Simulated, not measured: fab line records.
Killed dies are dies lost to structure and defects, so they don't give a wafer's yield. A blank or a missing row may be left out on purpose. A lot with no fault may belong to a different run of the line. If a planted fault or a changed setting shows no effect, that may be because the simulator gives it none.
Which tool is to blame? || flow berkeley-cmos170 || 14 lots, 42 wafers sampled, at 4 steps of a route of 331

## WHAT THE GAUGES SHOWED, per wafer
UCB170_WELLDRIVE_THK_MEAS_02.
{"lot": "L748", "measured": "day 3 22:31", "on": "film-metro-04", "WELLDRIVE_OXIDE_THK (nm)": "193 193 192"}
{"lot": "L751", "measured": "day 4 06:19", "on": "film-metro-01", "WELLDRIVE_OXIDE_THK (nm)": "199 200 199"}
{"lot": "L750", "measured": "day 4 06:20", "on": "film-metro-02", "WELLDRIVE_OXIDE_THK (nm)": "195 193 193"}
{"lot": "L753", "measured": "day 4 17:02", "on": "film-metro-02", "WELLDRIVE_OXIDE_THK (nm)": "199 199 197"}
{"lot": "L752", "measured": "day 4 17:07", "on": "film-metro-02", "WELLDRIVE_OXIDE_THK (nm)": "200 196 198"}
{"lot": "L755", "measured": "day 5 05:08", "on": "film-metro-02", "WELLDRIVE_OXIDE_THK (nm)": "203 203 204"}
{"lot": "L756", "measured": "day 5 11:11", "on": "film-metro-01", "WELLDRIVE_OXIDE_THK (nm)": "204 206 203"}
{"lot": "L758", "measured": "day 5 23:58", "on": "film-metro-01", "WELLDRIVE_OXIDE_THK (nm)": "200 199 203"}
{"lot": "L759", "measured": "day 5 23:58", "on": "film-metro-04", "WELLDRIVE_OXIDE_THK (nm)": "203 202 203"}
{"lot": "L762", "measured": "day 6 20:16", "on": "film-metro-02", "WELLDRIVE_OXIDE_THK (nm)": "198 199 195"}
{"lot": "L761", "measured": "day 6 20:20", "on": "film-metro-02", "WELLDRIVE_OXIDE_THK (nm)": "194 197 195"}
{"lot": "L764", "measured": "day 7 08:46", "on": "film-metro-02", "WELLDRIVE_OXIDE_THK (nm)": "199 197 197"}
{"lot": "L766", "measured": "day 7 08:46", "on": "film-metro-04", "WELLDRIVE_OXIDE_THK (nm)": "190 192 194"}
{"lot": "L769", "measured": "day 8 13:40", "on": "film-metro-01", "WELLDRIVE_OXIDE_THK (nm)": "190 193 193"}

UCB170_M3_BOW_MEAS_20.
{"lot": "L748", "measured": "day 8 18:34", "on": "film-metro-02", "M3_BOW (um)": "34 36 47"}
{"lot": "L751", "measured": "day 9 07:07", "on": "film-metro-03", "M3_BOW (um)": "28 22 31"}
{"lot": "L750", "measured": "day 9 11:07", "on": "film-metro-03", "M3_BOW (um)": "41 38 26"}
{"lot": "L753", "measured": "day 9 15:56", "on": "film-metro-03", "M3_BOW (um)": "42 26 29"}
{"lot": "L752", "measured": "day 9 17:18", "on": "film-metro-03", "M3_BOW (um)": "29 19 32"}
{"lot": "L755", "measured": "day 10 02:53", "on": "film-metro-02", "M3_BOW (um)": "42 32 30"}
{"lot": "L756", "measured": "day 10 02:01", "on": "film-metro-01", "M3_BOW (um)": "46 36 46"}
{"lot": "L758", "measured": "day 10 14:51", "on": "film-metro-01", "M3_BOW (um)": "32 25 32"}
{"lot": "L759", "measured": "day 10 16:35", "on": "film-metro-02", "M3_BOW (um)": "39 34 42"}
{"lot": "L762", "measured": "day 11 15:46", "on": "film-metro-02", "M3_BOW (um)": "41 40 40"}
{"lot": "L761", "measured": "day 11 14:46", "on": "film-metro-01", "M3_BOW (um)": "31 40 43"}
{"lot": "L764", "measured": "day 12 05:08", "on": "film-metro-03", "M3_BOW (um)": "44 41 42"}
{"lot": "L766", "measured": "day 12 05:02", "on": "film-metro-02", "M3_BOW (um)": "39 33 21"}
{"lot": "L769", "measured": "day 13 15:55", "on": "film-metro-02", "M3_BOW (um)": "45 37 48"}

## WHAT TOOL EACH LOT RAN ON (gives the tool, then ch and the chambers of the sampled wafers, and finally the start)
{"lot": "L748", "UCB170_NLDD_STRIP_10": "plasma-asher-03 ch 0,1, day 7 10:19", "UCB170_M1_METAL_ETCH_12": "rie-metal-01 ch 0,1, day 8 04:46"}
{"lot": "L751", "UCB170_NLDD_STRIP_10": "plasma-asher-02 ch 0,1, day 7 19:23", "UCB170_M1_METAL_ETCH_12": "rie-metal-02 ch 0,1, day 8 15:42"}
{"lot": "L750", "UCB170_NLDD_STRIP_10": "plasma-asher-04 ch 0,1, day 7 19:38", "UCB170_M1_METAL_ETCH_12": "rie-metal-04 ch 0,1, day 8 17:05"}
{"lot": "L753", "UCB170_NLDD_STRIP_10": "plasma-asher-02 ch 0,1, day 8 03:14", "UCB170_M1_METAL_ETCH_12": "rie-metal-02 ch 0,1, day 9 01:49"}
{"lot": "L752", "UCB170_NLDD_STRIP_10": "plasma-asher-04 ch 0,1, day 8 03:24", "UCB170_M1_METAL_ETCH_12": "rie-metal-01 ch 0,1, day 9 02:35"}
{"lot": "L755", "UCB170_NLDD_STRIP_10": "plasma-asher-03 ch 0,1, day 8 15:10", "UCB170_M1_METAL_ETCH_12": "rie-metal-02 ch 0,1, day 9 12:28"}
{"lot": "L756", "UCB170_NLDD_STRIP_10": "plasma-asher-04 ch 0,1, day 8 14:51", "UCB170_M1_METAL_ETCH_12": "rie-metal-01 ch 0,1, day 9 12:10"}
{"lot": "L758", "UCB170_NLDD_STRIP_10": "plasma-asher-03 ch 0,1, day 9 05:13", "UCB170_M1_METAL_ETCH_12": "rie-metal-01 ch 0,1, day 10 02:08"}
{"lot": "L759", "UCB170_NLDD_STRIP_10": "plasma-asher-04 ch 0,1, day 9 05:10", "UCB170_M1_METAL_ETCH_12": "rie-metal-02 ch 0, day 10 03:29"}
{"lot": "L762", "UCB170_NLDD_STRIP_10": "plasma-asher-02 ch 0,1, day 10 05:10", "UCB170_M1_METAL_ETCH_12": "rie-metal-04 ch 0,1, day 11 03:05"}
{"lot": "L761", "UCB170_NLDD_STRIP_10": "plasma-asher-02 ch 0,1, day 10 04:43", "UCB170_M1_METAL_ETCH_12": "rie-metal-01 ch 0,1, day 11 02:53"}
{"lot": "L764", "UCB170_NLDD_STRIP_10": "plasma-asher-04 ch 0,1, day 10 19:59", "UCB170_M1_METAL_ETCH_12": "rie-metal-01 ch 0,1, day 11 14:39"}
{"lot": "L766", "UCB170_NLDD_STRIP_10": "plasma-asher-02 ch 1, day 10 19:44", "UCB170_M1_METAL_ETCH_12": "rie-metal-02 ch 0,1, day 11 13:15"}
{"lot": "L769", "UCB170_NLDD_STRIP_10": "plasma-asher-04 ch 0,1, day 12 08:50", "UCB170_M1_METAL_ETCH_12": "rie-metal-02 ch 0,1, day 13 03:37"}
- UCB170_NLDD_STRIP_10: strips in O2.
- UCB170_M1_METAL_ETCH_12: etches Al in Cl2/BCl3, stops on PSG, target depth 780 nm, time 132.9 s.

## AS READ BY THE TOOLS THEMSELVES (means over the sampled wafers that have a number; for cases with no such wafer, the mark the record gives instead)
UCB170_NLDD_STRIP_10.
{"lot": "L748", "tool": "plasma-asher-03", "drypump-motor-current-A (A)": 5.9, "oes-product-au (a.u.)": 0.731, "strip-time-to-endpoint-s (s)": 21.50}
{"lot": "L751", "tool": "plasma-asher-02", "drypump-motor-current-A (A)": 5.1, "oes-product-au (a.u.)": 0.738, "strip-time-to-endpoint-s (s)": 21.63}
{"lot": "L750", "tool": "plasma-asher-04", "drypump-motor-current-A (A)": 6.5, "oes-product-au (a.u.)": 0.732, "strip-time-to-endpoint-s (s)": 21.60}
{"lot": "L753", "tool": "plasma-asher-02", "drypump-motor-current-A (A)": 5.6, "oes-product-au (a.u.)": 0.738, "strip-time-to-endpoint-s (s)": 21.55}
{"lot": "L752", "tool": "plasma-asher-04", "drypump-motor-current-A (A)": 6.4, "oes-product-au (a.u.)": 0.735, "strip-time-to-endpoint-s (s)": 21.62}
{"lot": "L755", "tool": "plasma-asher-03", "drypump-motor-current-A (A)": 6.0, "oes-product-au (a.u.)": 0.731, "strip-time-to-endpoint-s (s)": 21.60}
{"lot": "L756", "tool": "plasma-asher-04", "drypump-motor-current-A (A)": 6.4, "oes-product-au (a.u.)": 0.737, "strip-time-to-endpoint-s (s)": 21.60}
{"lot": "L758", "tool": "plasma-asher-03", "drypump-motor-current-A (A)": 6.0, "oes-product-au (a.u.)": 0.735, "strip-time-to-endpoint-s (s)": 21.61}
{"lot": "L759", "tool": "plasma-asher-04", "drypump-motor-current-A (A)": 6.4, "oes-product-au (a.u.)": 0.738, "strip-time-to-endpoint-s (s)": 21.60}
{"lot": "L762", "tool": "plasma-asher-02", "drypump-motor-current-A (A)": 5.1, "oes-product-au (a.u.)": 0.734, "strip-time-to-endpoint-s (s)": 21.54}
{"lot": "L761", "tool": "plasma-asher-02", "drypump-motor-current-A (A)": 5.5, "oes-product-au (a.u.)": 0.735, "strip-time-to-endpoint-s (s)": 21.54}
{"lot": "L764", "tool": "plasma-asher-04", "drypump-motor-current-A (A)": 6.4, "oes-product-au (a.u.)": 0.731, "strip-time-to-endpoint-s (s)": 21.65}
{"lot": "L766", "tool": "plasma-asher-02", "drypump-motor-current-A (A)": 4.6, "oes-product-au (a.u.)": 0.729, "strip-time-to-endpoint-s (s)": 21.60}
{"lot": "L769", "tool": "plasma-asher-04", "drypump-motor-current-A (A)": 6.4, "oes-product-au (a.u.)": 0.735, "strip-time-to-endpoint-s (s)": 21.64}

UCB170_M1_METAL_ETCH_12.
{"lot": "L748", "tool": "rie-metal-01", "drypump-motor-current-A (A)": 6.3, "mfc-cl2-sccm (sccm)": 89.81, "oes-product-au (a.u.)": 0.848, "throttle-valve-pct (%)": 24.45}
{"lot": "L751", "tool": "rie-metal-02", "drypump-motor-current-A (A)": 5.1, "mfc-cl2-sccm (sccm)": 90.10, "oes-product-au (a.u.)": 0.846, "throttle-valve-pct (%)": 24.51}
{"lot": "L750", "tool": "rie-metal-04", "drypump-motor-current-A (A)": 6.2, "mfc-cl2-sccm (sccm)": 90.09, "oes-product-au (a.u.)": 0.854, "throttle-valve-pct (%)": 24.26}
{"lot": "L753", "tool": "rie-metal-02", "drypump-motor-current-A (A)": 5.1, "mfc-cl2-sccm (sccm)": 90.20, "oes-product-au (a.u.)": 0.840, "throttle-valve-pct (%)": 24.49}
{"lot": "L752", "tool": "rie-metal-01", "drypump-motor-current-A (A)": 6.3, "mfc-cl2-sccm (sccm)": 90.18, "oes-product-au (a.u.)": 0.853, "throttle-valve-pct (%)": 24.46}
{"lot": "L755", "tool": "rie-metal-02", "drypump-motor-current-A (A)": 5.1, "mfc-cl2-sccm (sccm)": 90.10, "oes-product-au (a.u.)": 0.845, "throttle-valve-pct (%)": 24.50}
{"lot": "L756", "tool": "rie-metal-01", "drypump-motor-current-A (A)": 6.3, "mfc-cl2-sccm (sccm)": 89.74, "oes-product-au (a.u.)": 0.846, "throttle-valve-pct (%)": 24.44}
{"lot": "L758", "tool": "rie-metal-01", "drypump-motor-current-A (A)": 6.2, "mfc-cl2-sccm (sccm)": 89.88, "oes-product-au (a.u.)": 0.840, "throttle-valve-pct (%)": 24.38}
{"lot": "L759", "tool": "rie-metal-02", "drypump-motor-current-A (A)": 5.0, "mfc-cl2-sccm (sccm)": 90.16, "oes-product-au (a.u.)": 0.854, "throttle-valve-pct (%)": 24.47}
{"lot": "L762", "tool": "rie-metal-04", "drypump-motor-current-A (A)": 6.2, "mfc-cl2-sccm (sccm)": 89.93, "oes-product-au (a.u.)": 0.850, "throttle-valve-pct (%)": 24.45}
{"lot": "L761", "tool": "rie-metal-01", "drypump-motor-current-A (A)": 6.2, "mfc-cl2-sccm (sccm)": 90.05, "oes-product-au (a.u.)": 0.863, "throttle-valve-pct (%)": 24.38}
{"lot": "L764", "tool": "rie-metal-01", "drypump-motor-current-A (A)": 6.2, "mfc-cl2-sccm (sccm)": 89.98, "oes-product-au (a.u.)": 0.875, "throttle-valve-pct (%)": 24.38}
{"lot": "L766", "tool": "rie-metal-02", "drypump-motor-current-A (A)": 5.1, "mfc-cl2-sccm (sccm)": 90.07, "oes-product-au (a.u.)": 0.846, "throttle-valve-pct (%)": 24.51}
{"lot": "L769", "tool": "rie-metal-02", "drypump-motor-current-A (A)": 5.1, "mfc-cl2-sccm (sccm)": 90.00, "oes-product-au (a.u.)": 0.843, "throttle-valve-pct (%)": 24.51}

## THE ANSWER, worked out from the rows above alone
Rule: the usual values come from the lots themselves. The widest of any qualifying gaps counts: lots, ordered by their means at a reading, are off when they make up no more than a third of the lots, leave a main group of 4 or more, and stand apart from it by 3 or more times the standard deviation of that group's means. A main group whose means are all the same, to the digits that the tables above print for the reading, isn't used. A lot without any number at a reading at which 4 lots or more have one is off too. Any other lot the step has rows for is counted as sound. Order of review: gauges by route order, followed by the tools' own readings, for which a lot's mean as printed above is used. The first step at which some lot is off is used, and at that step the reading that is off furthest; a lot without a number counts as furthest.
No lot is off at any reading shown: from this, nothing can be told.

## WHAT HAD BEEN PUT IN BY THE SIMULATOR
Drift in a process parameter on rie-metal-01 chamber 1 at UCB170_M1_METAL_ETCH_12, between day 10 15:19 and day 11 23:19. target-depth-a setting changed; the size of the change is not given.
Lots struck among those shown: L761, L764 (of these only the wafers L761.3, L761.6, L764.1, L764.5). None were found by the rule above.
